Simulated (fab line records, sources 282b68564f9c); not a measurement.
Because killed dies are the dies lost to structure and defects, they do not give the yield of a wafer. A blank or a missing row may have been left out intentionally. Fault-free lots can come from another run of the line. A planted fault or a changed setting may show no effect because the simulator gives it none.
fab line records    flow rit-cmos
[record] lots = 14  wafers = 42  last-day = 7
route steps=202 shown NSD@133 M1@202
lots that met no fault: from a run of the same line without faults
start-h: hours from the record's opening day to when the first of the lot's shown wafers began    wait-h: hours since the lot's step before    " unchanged from the row above    L1.1+2: several wafers, shown together as one row    - no value present, or no start provided    * or withheld: withheld    < > ~ a bound
route shown NAME@n: a module of which the file shows steps, and the number in the route of the first    usual: mean/standard deviation of fault-free wafers    same: alike in all rows    chamber/n: place in a boat    sites: readings site by site    _std_site: standard deviation of those values    _edge_site: the outer-site mean with the inner-site mean subtracted    radius-mm: how far each site lies from the wafer's centre    mask NAME#n: copy n    behind: the last tool/chamber to shape the wafer    hold: cause of the lot's hold/its duration in hours/its outcome    device: the n, p or np transistor that did not switch    end of line: the route-end tests of the same wafers    step lacking rows: just its recipe    killed: dies lost to structure and defects at the first sort, not the wafer's yield    map: the dies of a wafer, with x for killed, . for not killed, _ for no die there
set.NAME: setting as actually run; set.NAME@STEP: the setting as run at that earlier step    model.NAME: the simulator's own value behind a step, which no gauge read
the route's steps for a sample of lots (tables are steps, rows are wafers)
[[steps]]
[step RIT_NSD_SOFTBAKE_02]
[recipe] resist = NOVOLAK  temp-c = 90  time-s = 60
[usual] chill-plate-temp-C = 23.00/0.11  heater-power-total-W = 34.56/0.049  plate-temp-C = 89.98/0.13
lot.wafer  tool            chamber  start-h  wait-h  chill-plate-temp-C  heater-power-total-W  plate-temp-C
L309.1     litho-track-01  0        50.12    0.1     22.91               34.59                 90.01
L309.4     "               0        "        "       22.88               34.51                 90.26
L309.6     "               0        "        "       22.96               34.61                 90.18
L310.1     litho-track-01  0        52.91    0.1     23.15               34.52                 90.05
L310.3     "               0        "        "       22.91               34.47                 89.95
L310.4     "               0        "        "       22.80               34.60                 90.03
L311.2     litho-track-02  0        57.79    0.1     23.01               34.51                 89.98
L311.4     "               0        "        "       23.11               34.52                 90.05
L311.6     "               0        "        "       23.11               34.44                 90.03
L312.3     litho-track-04  0        65.67    0.1     23.09               34.45                 89.90
L312.4     "               0        "        "       22.92               34.51                 89.91
L312.5     "               0        "        "       22.97               34.58                 89.88
L314.1     litho-track-02  0        78.56    0.1     22.97               34.49                 89.78
L314.2     "               0        "        "       22.94               34.60                 90.01
L314.5     "               0        "        "       23.13               34.57                 89.99
L315.1     litho-track-04  0        80.66    0.1     22.88               34.54                 90.16
L315.2     "               0        "        "       22.81               34.52                 90.08
L315.6     "               0        "        "       22.87               34.55                 90.10
L316.3     litho-track-02  0        83.36    0.1     23.17               34.48                 90.31
L316.4     "               0        "        "       23.01               34.57                 90.17
L316.6     "               0        "        "       23.10               34.59                 90.09
L319.1     litho-track-02  0        101.40   0.1     23.00               34.52                 89.93
L319.2     "               0        "        "       22.95               34.56                 89.82
L319.6     "               0        "        "       23.00               34.61                 89.67
L321.1     litho-track-01  0        113.18   0.1     23.04               33.53                 88.11
L321.2     "               0        "        "       23.21               33.65                 88.29
L321.4     "               0        "        "       23.10               33.62                 88.12
L322.3     litho-track-01  0        115.15   0.1     23.03               33.61                 88.07
L322.4     "               0        "        "       22.85               33.50                 87.92
L322.5     "               0        "        "       23.00               33.65                 88.39
L326.1     litho-track-02  0        132.65   0.1     23.11               34.60                 89.78
L326.2     "               0        "        "       23.04               34.60                 89.96
L326.6     "               0        "        "       22.98               34.52                 90.22
L327.2     litho-track-04  0        138.89   0.1     23.10               34.58                 90.05
L327.4     "               0        "        "       22.92               34.57                 90.03
L327.6     "               0        "        "       23.20               34.57                 89.94
L329.1     litho-track-04  0        151.99   0.1     23.07               34.60                 90.24
L329.5     "               0        "        "       23.07               34.49                 90.05
L329.6     "               0        "        "       23.26               34.63                 90.08
L332.3     litho-track-02  0        167.36   0.1     23.04               34.50                 90.20
L332.4     "               0        "        "       23.03               34.54                 89.92
L332.5     "               0        "        "       22.98               34.56                 90.03
[step RIT_M1_PROBE_99]
[usual] killed-at-contacts = 0.0/0.2  killed-at-front-end = 6.6/2.9  killed-dies = 6.6/3  killed-open = 3.4/2  killed-short = 3.2/2
[same] gross-dies = 264  killed_at_M0_to_M3 = 0  killed_at_M4_up = 0  killed-at-back-side = 0  killed-at-other = 0
lot.wafer  tool       chamber  start-h  wait-h  killed-at-contacts  killed-at-front-end  killed-dies  killed-open  killed-short
L316.3     prober-01  -        94.14    0.2     0                   4                    4            4            0
L316.4     prober-01  -        94.19    0.2     0                   4                    4            2            2
L316.6     prober-01  -        94.29    0.2     0                   8                    8            3            5
// killed by level:class
L316.3 REOX:geometric-particle:open=2 GATE:geometric-particle:open=1 SILICIDE:geometric-particle:open=1
L316.4 SILICIDE:geometric-particle:open=2 GATE:geometric-particle:short=1 SILICIDE:geometric-particle:short=1
L316.6 GATE:geometric-particle:short=4 FOX1:geometric-particle:open=2 SPACER:geometric-particle:open=1 SPACER:geometric-particle:short=1
[[key]]
[first-sign] step = RIT_NSD_SOFTBAKE_02  reading = heater-power-total-W  direction = down  sigmas = 20  usual = 34.56  struck = 33.60
[effect] step = RIT_NSD_SOFTBAKE_02  reading = plate-temp-C  direction = down  sigmas = 14  usual = *  struck = *
met-at RIT_NSD_SOFTBAKE_02
struck-lots L321,L322
tester-left-out L321,L322
onset-between 52.91 113.18
[fault] kind = process-parameter-drift  tool = litho-track-01  chamber = -  onset-h = 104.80  steps = RIT_NSD_SOFTBAKE_02  channel = temp-c  offset = *  shape = step  end-h = 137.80  acts-in = *  stated = *
// tester-left-out: of these lots the tester's yield and bins aren't shown, on N5 and GAA mostly nor the transistor test; their killed dies are dies lost to structure and defects alone, not to doping, threshold or leakage, so they don't give the yield
